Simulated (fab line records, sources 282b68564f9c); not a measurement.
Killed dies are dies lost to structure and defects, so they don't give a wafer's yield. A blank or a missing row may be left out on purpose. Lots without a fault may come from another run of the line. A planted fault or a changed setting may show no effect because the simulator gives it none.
fab line records | flow rit_cmos
record lots=14 wafers=42 last_day=8
route steps=202 shown ACTIVE@3 GATE@97 CONTACT@180 M1@189
lots that met no fault: from a run of the same line without faults
start_h: hours from the record's first day to the start of the lot's first wafer shown | wait_h: hours since the lot's step before | " the same as in the row above | L1.1+2: a row that stands for several wafers | - no value, or no start given | * or withheld: withheld | < > ~ a bound
route shown NAME@n: a module of which the file shows steps, and the number in the route of the first | usual: mean/standard deviation of fault-free wafers | same: alike in all rows | chamber/n: place in a boat | sites: the reading at each site | _std_site: their standard deviation | _edge_site: outer sites' mean less inner sites' | radius_mm: how far each site lies from the wafer's centre | mask NAME#n: copy n | behind: the tool/chamber that last shaped the wafer | hold: why the lot was held/for how many hours/how that ended | device: the transistor (n, p or np) that didn't switch | end of line: the same wafers' tests at the end of the route | a step without rows: its recipe alone | killed: dies lost to structure and defects at the first sort, not the wafer's yield | map: a wafer's dies, x killed, . not, _ none there
set.NAME: the setting as run; set.NAME@STEP: as run at that earlier step | model.NAME: the simulator's own value behind a step, which no gauge read
steps of the route over a sample of lots; a table a step, a row a wafer
services: from which hour (start_h, from the record's first day; less than 0 if before it) a tool's chamber was out of use, for how many hours, and why
## steps
# step RIT_ACTIVE_THK_MEAS_02
# recipe reads=SiO2_of_ACTIVE_OXIDATION_01
# usual ACTIVE_OXIDE_THK=46.6/0.71
# columns lot.wafer tool chamber start_h wait_h ACTIVE_OXIDE_THK[nm]
L894.1 film_metro-02 - 12.65 0.0 47.7
L894.2 " - " " 46.5
L894.4 " - " " 47.5
L897.2 film_metro-03 - 27.06 0.0 46.5
L897.4 " - " " 46.8
L897.6 " - " " 46.2
L898.1 film_metro-01 - 32.84 0.0 46.6
L898.5 " - " " 46.8
L898.6 " - " " 46.7
L899.1 film_metro-02 - 37.40 0.0 47.6
L899.5 " - " " 46.7
L899.6 " - " " 46.2
L900.3 film_metro-03 - 44.81 0.0 46.7
L900.5 " - " " 46.8
L900.6 " - " " 47.8
L901.1 film_metro-02 - 47.86 0.0 47.3
L901.3 " - " " 47.0
L901.4 " - " " 46.8
L902.2 film_metro-02 - 52.19 0.0 45.8
L902.4 " - " " 46.4
L902.6 " - " " 46.4
L904.3 film_metro-01 - 62.07 0.0 45.5
L904.4 " - " " 44.9
L904.6 " - " " 44.9
L906.1 film_metro-03 - 72.05 0.0 44.5
L906.2 " - " " 45.5
L906.3 " - " " 45.2
L907.1 film_metro-03 - 79.78 0.0 46.0
L907.2 " - " " 46.4
L907.6 " - " " 46.2
L914.2 film_metro-02 - 114.26 0.0 46.5
L914.3 " - " " 47.0
L914.6 " - " " 46.3
L915.3 film_metro-01 - 121.55 0.0 46.9
L915.4 " - " " 46.3
L915.5 " - " " 47.1
L916.1 film_metro-02 - 132.26 0.0 47.0
L916.2 " - " " 46.6
L916.3 " - " " 46.3
L917.1 film_metro-01 - 132.26 0.0 47.1
L917.3 " - " " 46.2
L917.4 " - " " 47.4
# step RIT_GATE_CD_MEAS_90
# recipe target_cd_nm=150
# usual cd_nm=149.1/2.2
# columns lot.wafer tool chamber start_h wait_h cd_nm
L894.1 cd_sem-02 - 38.70 0.1 145.1
L894.2 " - " " 148.1
L894.4 " - " " 146.2
L897.2 cd_sem-02 - 55.00 0.1 149.8
L897.4 " - " " 150.4
L897.6 " - " " 150.8
L898.1 cd_sem-02 - 60.98 0.1 146.9
L898.5 " - " " 144.9
L898.6 " - " " 148.5
L899.1 cd_sem-01 - 67.24 0.1 152.3
L899.5 " - " " 148.7
L899.6 " - " " 152.1
L900.3 cd_sem-01 - 73.05 0.1 152.4
L900.5 " - " " 151.2
L900.6 " - " " 153.6
L901.1 cd_sem-02 - 74.36 0.1 146.6
L901.3 " - " " 148.8
L901.4 " - " " 147.3
L902.2 cd_sem-02 - 80.92 0.1 145.6
L902.4 " - " " 144.3
L902.6 " - " " 142.7
L904.3 cd_sem-02 - 91.37 0.1 147.9
L904.4 " - " " 147.4
L904.6 " - " " 147.8
L906.1 cd_sem-02 - 108.37 0.1 148.2
L906.2 " - " " 147.2
L906.3 " - " " 148.7
L907.1 cd_sem-01 - 113.07 0.1 150.7
L907.2 " - " " 149.5
L907.6 " - " " 147.8
L914.2 cd_sem-01 - 158.79 0.1 151.8
L914.3 " - " " 151.2
L914.6 " - " " 149.4
L915.3 cd_sem-02 - 161.98 0.1 152.3
L915.4 " - " " 152.2
L915.5 " - " " 154.4
L917.1 cd_sem-01 - 172.23 0.1 148.7
L917.3 " - " " 148.4
L917.4 " - " " 147.5
L916.1 cd_sem-01 - 172.51 0.1 149.3
L916.2 " - " " 145.8
L916.3 " - " " 147.6
# step RIT_CONTACT_STRIP_12
# recipe chemistry=O2 time_s=180 resist=NOVOLAK platen_temp_c=withheld power_w=500 pressure_mtorr=4000 o2_flow_sccm=4000
# usual drypump_motor_current_A=5.9/0.46 rf_refl_power_W=6.2/0.93
# columns lot.wafer tool chamber start_h wait_h drypump_motor_current_A rf_hours_counter_h rf_refl_power_W
L894.1 plasma_asher-01 1 54.73 0.1 5.8 25 6.2
L894.2 " 0 " " 5.5 25 8.0
L894.4 " 0 " " 5.4 - 7.6
L897.2 plasma_asher-02 1 70.32 0.1 5.5 42 7.1
L897.4 " 1 " " 5.4 - 7.0
L897.6 " 0 " " 5.9 - 5.5
L898.1 plasma_asher-03 1 77.66 0.1 6.8 44 6.2
L898.5 " 1 " " 6.8 - 6.1
L898.6 " 0 " " 6.0 - 4.8
L899.1 plasma_asher-03 0 87.03 0.1 6.0 44 5.0
L899.5 " 1 " " 6.8 - 6.0
L899.6 " 0 " " 6.0 - 4.9
L900.3 plasma_asher-02 1 89.59 0.2 5.5 - 6.8
L900.5 " 1 " " 5.5 - 6.7
L900.6 " 0 " " 5.9 - 5.7
L901.1 plasma_asher-03 1 92.08 0.1 6.8 45 6.0
L901.3 " 0 " " 6.0 - 4.8
L901.4 " 1 " " 6.8 - 6.1
L902.2 plasma_asher-03 0 99.56 0.1 6.0 46 4.8
L902.4 " 0 " " 6.0 - 4.8
L902.6 " 0 " " 6.0 - 4.8
L904.3 plasma_asher-01 1 106.85 0.2 5.9 - 6.2
L904.4 " 0 " " 5.4 - 7.5
L904.6 " 1 " " 5.9 - 5.8
L906.1 plasma_asher-01 0 123.81 0.1 5.4 32 7.4
L906.2 " 1 " " 5.8 32 6.1
L906.3 " 1 " " 5.8 - 6.2
L907.1 plasma_asher-03 1 131.23 0.1 6.8 49 6.1
L907.2 " 0 " " 6.0 49 4.6
L907.6 " 1 " " 6.8 - 6.1
L914.2 plasma_asher-01 0 175.77 0.1 5.4 37 7.6
L914.3 " 0 " " 5.4 - 7.8
L914.6 " 1 " " 5.9 - 6.0
L915.3 plasma_asher-01 1 179.57 0.2 5.8 - 6.0
L915.4 " 0 " " 5.4 - 7.8
L915.5 " 1 " " 5.8 - 6.2
L917.1 plasma_asher-02 1 188.87 0.1 5.5 7 7.1
L917.3 " 0 " " 5.9 - 5.4
L917.4 " 1 " " 5.5 - 7.1
L916.1 plasma_asher-01 0 189.60 0.1 5.4 38 7.6
L916.2 " 1 " " 5.8 38 5.8
L916.3 " 0 " " 5.4 - 7.8
# step RIT_M1_SOFTBAKE_05
# recipe resist=NOVOLAK temp_c=90 time_s=60
# usual heater_power_total_W=34.55/0.055 plate_temp_C=90.01/0.13 resist_line_temp_C=23.01/0.12
# columns lot.wafer tool chamber start_h wait_h heater_power_total_W plate_temp_C resist_line_temp_C
L894.1 litho_track-04 0 56.32 0.1 34.48 90.00 22.86
L894.2 " 0 " " 34.54 89.82 22.92
L894.4 " 0 " " 34.64 89.79 23.06
L897.2 litho_track-02 0 71.98 0.1 34.53 90.11 22.94
L897.4 " 0 " " 34.50 90.17 23.07
L897.6 " 0 " " 34.58 90.22 23.03
L898.1 litho_track-04 0 79.11 0.1 34.63 90.17 22.92
L898.5 " 0 " " 34.65 90.02 22.90
L898.6 " 0 " " 34.49 90.04 23.07
L899.1 litho_track-02 0 88.48 0.1 34.49 90.10 23.20
L899.5 " 0 " " 34.59 90.04 23.10
L899.6 " 0 " " 34.56 89.99 23.23
L900.3 litho_track-03 0 91.28 0.1 34.58 90.02 22.96
L900.5 " 0 " " 34.58 89.88 23.00
L900.6 " 0 " " 34.64 89.89 23.02
L901.1 litho_track-02 0 93.53 0.1 34.62 89.97 22.99
L901.3 " 0 " " 34.57 90.06 23.13
L901.4 " 0 " " 34.56 89.90 22.96
L902.2 litho_track-04 0 101.01 0.1 34.56 90.00 23.08
L902.4 " 0 " " 34.60 90.08 22.88
L902.6 " 0 " " 34.57 89.90 23.00
L904.3 litho_track-04 0 108.27 0.1 34.59 90.04 22.73
L904.4 " 0 " " 34.63 90.24 22.76
L904.6 " 0 " " 34.48 90.08 22.91
L906.1 litho_track-04 0 125.23 0.1 35.53 91.67 22.92
L906.2 " 0 " " 35.51 91.95 22.89
L906.3 " 0 " " 35.50 91.86 23.00
L907.1 litho_track-04 0 132.66 0.1 35.55 92.04 23.21
L907.2 " 0 " " 35.50 92.05 23.16
L907.6 " 0 " " 35.62 92.13 22.87
L914.2 litho_track-03 0 177.29 0.1 34.55 90.20 22.76
L914.3 " 0 " " 34.48 90.00 22.92
L914.6 " 0 " " 34.47 90.13 22.81
L915.3 litho_track-02 0 181.00 0.1 34.53 89.97 23.00
L915.4 " 0 " " 34.55 89.98 22.99
L915.5 " 0 " " 34.52 89.98 22.93
L917.1 litho_track-03 0 190.64 0.1 34.68 89.75 22.98
L917.3 " 0 " " 34.53 89.71 23.08
L917.4 " 0 " " 34.55 89.94 22.95
L916.1 litho_track-04 0 191.16 0.1 34.56 90.08 23.04
L916.2 " 0 " " 34.49 90.12 23.25
L916.3 " 0 " " 34.44 90.16 23.21
# step RIT_M1_PROBE_99
# usual defect_limited_yield=97.3/1.2 killed_at_M0_to_M3=0.0/0.14 killed_at_contacts=0.1/0.3 killed_at_front_end=7/3.1 killed_dies=7/3.1 killed_open=3.8/2.3 killed_short=3.2/1.9 sort_bin_3_pad_short=0.1/0.2 sort_bin_5_function=1.6/0.91 sort_bin_6_memory=1.0/0.6 sort_n_pass=257/3.1 sort_yield_pct=97.3/1.2
# same gross_dies=264 killed_at_M4_up=0 killed_at_back_side=0 killed_at_other=0
# columns lot.wafer tool chamber start_h wait_h defect_limited_yield[%] killed_at_M0_to_M3 killed_at_contacts killed_at_front_end killed_dies killed_open killed_short sort_bin_3_pad_short[%] sort_bin_5_function[%] sort_bin_6_memory[%] sort_n_pass sort_yield_pct[%]
L894.1 prober-01 - 59.86 0.1 95.5 0 0 12 12 3 9 0 1.9 2.7 252 95.5
L894.2 prober-01 - 59.91 0.1 97.0 0 0 8 8 4 4 0.4 1.1 1.5 256 97.0
L894.4 prober-01 - 60.01 0.2 95.8 0 0 11 11 9 2 0 3.0 1.1 253 95.8
L897.2 prober-02 - 75.53 0.1 96.2 0 0 10 10 6 4 0 2.3 1.5 254 96.2
L897.4 prober-02 - 75.63 0.2 99.2 0 0 2 2 1 1 0 0.8 0 262 99.2
L897.6 prober-02 - 75.73 0.2 97.0 0 0 8 8 6 2 0 1.1 1.9 256 97.0
L898.1 prober-01 - 82.76 0.1 97.0 0 0 8 8 6 2 0 2.3 0.8 256 97.0
L898.5 prober-01 - 82.96 0.2 97.7 0 0 6 6 5 1 0 1.5 0.8 258 97.7
L898.6 prober-01 - 83.01 0.2 95.8 0 0 11 11 5 6 0 3.0 1.1 253 95.8
L899.1 prober-02 - 91.75 0.1 97.0 1 0 7 8 3 5 0.8 1.1 1.1 256 97.0
L899.5 prober-02 - 91.95 0.2 97.7 0 0 6 6 2 4 0.4 1.1 0.8 258 97.7
L899.6 prober-02 - 92.00 0.2 97.7 0 0 6 6 3 3 0 0.8 1.5 258 97.7
L900.3 prober-01 - 94.57 0.2 97.3 0 0 7 7 2 5 0 1.5 1.1 257 97.3
L900.5 prober-01 - 94.67 0.2 95.8 0 1 10 11 5 6 0.4 3.4 0.4 253 95.8
L900.6 prober-01 - 94.72 0.2 96.6 0 0 9 9 4 5 0 1.9 1.5 255 96.6
L901.1 prober-02 - 96.91 0.1 96.6 0 0 9 9 2 7 0.4 1.5 1.5 255 96.6
L901.3 prober-02 - 97.01 0.2 94.7 0 0 14 14 8 6 0 5.3 0 250 94.7
L901.4 prober-02 - 97.06 0.2 96.2 0 0 10 10 8 2 0 2.7 1.1 254 96.2
L902.2 prober-01 - 104.27 0.1 97.3 0 1 6 7 4 3 0 2.3 0.4 257 97.3
L902.4 prober-01 - 104.37 0.2 97.0 0 0 8 8 4 4 0 1.9 1.1 256 97.0
L902.6 prober-01 - 104.47 0.2 98.1 0 0 5 5 4 1 0 1.5 0.4 259 98.1
L904.3 prober-01 - 111.56 0.2 98.1 0 1 4 5 2 3 0 1.5 0.4 259 98.1
L904.4 prober-01 - 111.61 0.2 97.3 0 0 7 7 5 2 0 1.5 1.1 257 97.3
L904.6 prober-01 - 111.71 0.2 98.5 0 0 4 4 3 1 0 1.1 0.4 260 98.5
L906.1 prober-01 - 128.48 0.1 97.3 0 0 7 7 1 6 0.8 0.8 1.1 257 97.3
L906.2 prober-01 - 128.53 0.1 97.7 0 0 6 6 4 2 0.4 1.1 0.8 258 97.7
L906.3 prober-01 - 128.58 0.2 97.7 0 0 6 6 3 1 0 1.5 0.8 258 97.7
L907.1 prober-02 - 135.90 0.1 96.2 0 0 10 10 5 5 0.4 3.0 0.4 254 96.2
L907.2 prober-02 - 135.95 0.1 97.7 0 0 6 6 6 0 0 1.1 1.1 258 97.7
L907.6 prober-02 - 136.15 0.2 93.6 0 0 17 17 14 3 0 4.5 1.9 247 93.6
L914.2 prober-02 - 181.94 0.1 99.2 0 0 2 2 1 1 0 0.4 0.4 262 99.2
L914.3 prober-02 - 181.99 0.2 96.2 0 0 10 10 2 8 0 3.0 0.8 254 96.2
L914.6 prober-02 - 182.14 0.2 97.7 0 0 6 6 4 2 0 1.5 0.8 258 97.7
L915.3 prober-01 - 184.42 0.2 95.8 0 0 11 11 7 4 0 3.4 0.8 253 95.8
L915.4 prober-01 - 184.47 0.2 98.9 0 0 3 3 2 1 0.4 0.8 0 261 98.9
L915.5 prober-01 - 184.52 0.2 98.5 0 0 4 4 3 1 0 1.1 0.4 260 98.5
L917.1 prober-02 - 194.34 0.1 98.5 0 0 4 4 2 2 0 1.1 0.4 260 98.5
L917.3 prober-02 - 194.44 0.2 96.2 0 0 10 10 8 2 0 2.7 1.1 254 96.2
L917.4 prober-02 - 194.49 0.2 97.7 0 0 6 6 4 2 0 1.5 0.8 258 97.7
L916.1 prober-01 - 195.84 0.1 98.9 0 0 3 3 1 2 0.4 0 0.8 261 98.9
L916.2 prober-01 - 195.89 0.1 97.0 0 0 8 8 4 4 0 1.5 1.5 256 97.0
L916.3 prober-01 - 195.94 0.2 97.0 0 1 7 8 4 4 0 1.1 1.9 256 97.0
# killed by level:class
L894.1 GATE:geometric_particle:short=6 FOX1:geometric_particle:short=2 FOX1:geometric_particle:open=1 GATE:geometric_particle:open=1 REOX:geometric_particle:short=1 SPACER:geometric_particle:open=1
L894.2 FOX1:geometric_particle:open=3 FOX1:geometric_particle:short=2 GATE:geometric_particle:short=2 SILICIDE:geometric_particle:open=1
L894.4 FOX1:geometric_particle:open=3 SPACER:geometric_particle:open=3 GATE:geometric_particle:open=3 GATE:geometric_particle:short=1 SILICIDE:geometric_particle:short=1
L897.2 SILICIDE:geometric_particle:open=3 ACTIVE:geometric_particle:short=1 FOX1:geometric_particle:short=1 FOX1:geometric_particle:open=1 REOX:geometric_particle:open=1 REOX:geometric_particle:short=1 SPACER:geometric_particle:short=1 SPACER:geometric_particle:open=1
L897.4 FOX2:geometric_particle:open=1 REOX:geometric_particle:short=1
L897.6 GATE:geometric_particle:open=2 SPACER:geometric_particle:open=2 FOX1:geometric_particle:short=1 REOX:geometric_particle:open=1 SILICIDE:geometric_particle:open=1 SILICIDE:geometric_particle:short=1
L898.1 GATE:geometric_particle:open=3 GATE:geometric_particle:short=2 ACTIVE:geometric_particle:open=1 FOX1:geometric_particle:open=1 REOX:geometric_particle:open=1
L898.5 FOX1:geometric_particle:open=2 SILICIDE:geometric_particle:open=2 FOX1:geometric_particle:short=1 GATE:geometric_particle:open=1
L898.6 GATE:geometric_particle:short=4 GATE:geometric_particle:open=3 FOX2:geometric_particle:open=1 FOX2:geometric_particle:short=1 REOX:geometric_particle:open=1 SILICIDE:geometric_particle:short=1
L899.1 GATE:geometric_particle:short=2 FOX1:geometric_particle:open=1 FOX2:geometric_particle:short=1 FOX2:geometric_particle:open=1 REOX:geometric_particle:short=1 SILICIDE:geometric_particle:open=1 M1:geometric_particle:short=1
L899.5 GATE:geometric_particle:short=2 FOX1:geometric_particle:open=1 REOX:geometric_particle:short=1 SILICIDE:geometric_particle:short=1 SILICIDE:geometric_particle:open=1
L899.6 FOX1:geometric_particle:short=2 GATE:geometric_particle:open=2 SILICIDE:geometric_particle:short=1 SILICIDE:geometric_particle:open=1
L900.3 GATE:geometric_particle:short=5 GATE:geometric_particle:open=1 SILICIDE:geometric_particle:open=1
L900.5 FOX2:geometric_particle:open=3 GATE:geometric_particle:short=3 GATE:geometric_particle:open=1 REOX:geometric_particle:short=1 REOX:geometric_particle:open=1 SILICIDE:geometric_particle:short=1 CONTACT:geometric_particle:short=1
L900.6 GATE:geometric_particle:short=3 GATE:geometric_particle:open=2 REOX:geometric_particle:short=1 SPACER:geometric_particle:open=1 SILICIDE:geometric_particle:open=1 SILICIDE:geometric_particle:short=1
L901.1 GATE:geometric_particle:short=3 FOX1:geometric_particle:short=2 FOX1:geometric_particle:open=1 FOX2:geometric_particle:short=1 GATE:geometric_particle:open=1 SPACER:geometric_particle:short=1
L901.3 SPACER:geometric_particle:open=4 FOX1:geometric_particle:short=3 GATE:geometric_particle:open=2 SILICIDE:geometric_particle:short=2 GATE:geometric_particle:short=1 REOX:geometric_particle:open=1 SILICIDE:geometric_particle:open=1
L901.4 FOX1:geometric_particle:open=2 GATE:geometric_particle:open=2 SPACER:geometric_particle:open=2 FOX2:geometric_particle:short=1 REOX:geometric_particle:open=1 SPACER:geometric_particle:short=1 SILICIDE:geometric_particle:open=1
L902.2 FOX1:geometric_particle:short=2 GATE:geometric_particle:short=1 GATE:geometric_particle:open=1 SPACER:geometric_particle:open=1 SILICIDE:geometric_particle:open=1 CONTACT:geometric_particle:open=1
L902.4 GATE:geometric_particle:open=2 GATE:geometric_particle:short=2 SPACER:geometric_particle:open=2 FOX1:geometric_particle:short=1 SPACER:geometric_particle:short=1
L902.6 FOX2:geometric_particle:open=2 FOX2:geometric_particle:short=1 REOX:geometric_particle:open=1 SPACER:geometric_particle:open=1
L904.3 GATE:geometric_particle:short=1 GATE:geometric_particle:open=1 REOX:geometric_particle:short=1 REOX:geometric_particle:open=1 CONTACT:geometric_particle:short=1
L904.4 FOX1:geometric_particle:open=2 GATE:geometric_particle:short=2 GATE:geometric_particle:open=1 REOX:geometric_particle:open=1 SILICIDE:geometric_particle:open=1
L904.6 SPACER:geometric_particle:open=2 GATE:geometric_particle:open=1 SILICIDE:geometric_particle:short=1
L906.1 GATE:geometric_particle:short=4 FOX1:geometric_particle:short=1 FOX2:geometric_particle:short=1 GATE:geometric_particle:open=1
L906.2 GATE:geometric_particle:open=2 SPACER:geometric_particle:open=2 GATE:geometric_particle:short=1 REOX:geometric_particle:short=1
L906.3 REOX:geometric_particle:open=2 NRETRO:coat_microbubble_printed=2 FOX1:geometric_particle:short=1 GATE:geometric_particle:open=1
L907.1 GATE:geometric_particle:short=2 REOX:geometric_particle:open=2 FOX2:geometric_particle:short=1 GATE:geometric_particle:open=1 SPACER:geometric_particle:short=1 SPACER:geometric_particle:open=1 SILICIDE:geometric_particle:open=1 SILICIDE:geometric_particle:short=1
L907.2 FOX2:geometric_particle:open=2 SPACER:geometric_particle:open=2 GATE:geometric_particle:open=1 SILICIDE:geometric_particle:open=1
L907.6 FOX2:geometric_particle:open=7 FOX1:geometric_particle:open=3 SILICIDE:geometric_particle:open=3 FOX1:geometric_particle:short=2 GATE:geometric_particle:short=1 GATE:geometric_particle:open=1
L914.2 GATE:geometric_particle:short=1 REOX:geometric_particle:open=1
L914.3 GATE:geometric_particle:short=3 GATE:geometric_particle:open=2 REOX:geometric_particle:short=2 FOX2:geometric_particle:short=1 SPACER:geometric_particle:short=1 SILICIDE:geometric_particle:short=1
L914.6 FOX1:geometric_particle:open=2 GATE:geometric_particle:open=1 REOX:geometric_particle:short=1 REOX:geometric_particle:open=1 SPACER:geometric_particle:short=1
L915.3 SILICIDE:geometric_particle:open=4 GATE:geometric_particle:short=2 SILICIDE:geometric_particle:short=2 FOX2:geometric_particle:open=1 REOX:geometric_particle:open=1 SPACER:geometric_particle:open=1
L915.4 FOX2:geometric_particle:open=1 REOX:geometric_particle:short=1 REOX:geometric_particle:open=1
L915.5 FOX2:geometric_particle:open=1 GATE:geometric_particle:open=1 REOX:geometric_particle:short=1 REOX:geometric_particle:open=1
L917.1 GATE:geometric_particle:short=1 GATE:geometric_particle:open=1 REOX:geometric_particle:open=1 SPACER:geometric_particle:short=1
L917.3 GATE:geometric_particle:open=3 GATE:geometric_particle:short=2 REOX:geometric_particle:open=2 FOX1:geometric_particle:open=1 FOX2:geometric_particle:open=1 SPACER:geometric_particle:open=1
L917.4 SPACER:geometric_particle:open=2 SPACER:geometric_particle:short=2 FOX1:geometric_particle:open=1 REOX:geometric_particle:open=1
L916.1 GATE:geometric_particle:short=2 FOX1:geometric_particle:open=1
L916.2 SILICIDE:geometric_particle:open=2 SILICIDE:geometric_particle:short=2 FOX1:geometric_particle:short=1 GATE:geometric_particle:short=1 GATE:geometric_particle:open=1 SPACER:geometric_particle:open=1
L916.3 REOX:geometric_particle:short=2 FOX1:geometric_particle:short=1 FOX2:geometric_particle:open=1 GATE:geometric_particle:open=1 GATE:geometric_particle:short=1 REOX:geometric_particle:open=1 CONTACT:geometric_particle:open=1
## services
# columns tool chamber start_h hours kind
plasma_asher-02 - 74.68 1.6 repair
plasma_asher-02 - 108.75 9.0 pm
plasma_asher-02 0 108.75 9.0 vent_cycle
plasma_asher-02 1 108.75 9.0 vent_cycle
plasma_asher-02 0 117.75 - clean
plasma_asher-02 1 117.75 - clean
plasma_asher-01 - 169.32 2.1 repair
## key
first_sign step=RIT_M1_SOFTBAKE_05 reading=heater_power_total_W direction=up sigmas=18 usual=34.55 struck=35.54
effect step=RIT_M1_SOFTBAKE_05 reading=plate_temp_C direction=up sigmas=15 usual=* struck=*
met_at RIT_M1_SOFTBAKE_05
struck_lots L906,L907
loop_trim step=RIT_M1_EXPOSE_06 setting=dose lots=L907
not_acting_at RIT_ACTIVE_THK_MEAS_02,RIT_GATE_CD_MEAS_90,RIT_CONTACT_STRIP_12
onset_between 108.27 125.23
fault kind=process_parameter_drift tool=litho_track-04 chamber=- onset_h=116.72 steps=RIT_M1_SOFTBAKE_05 channel=temp_c offset=* shape=step end_h=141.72 acts_in=* stated=*
# loop_trim: a control loop set the setting to another value than it would have without faults
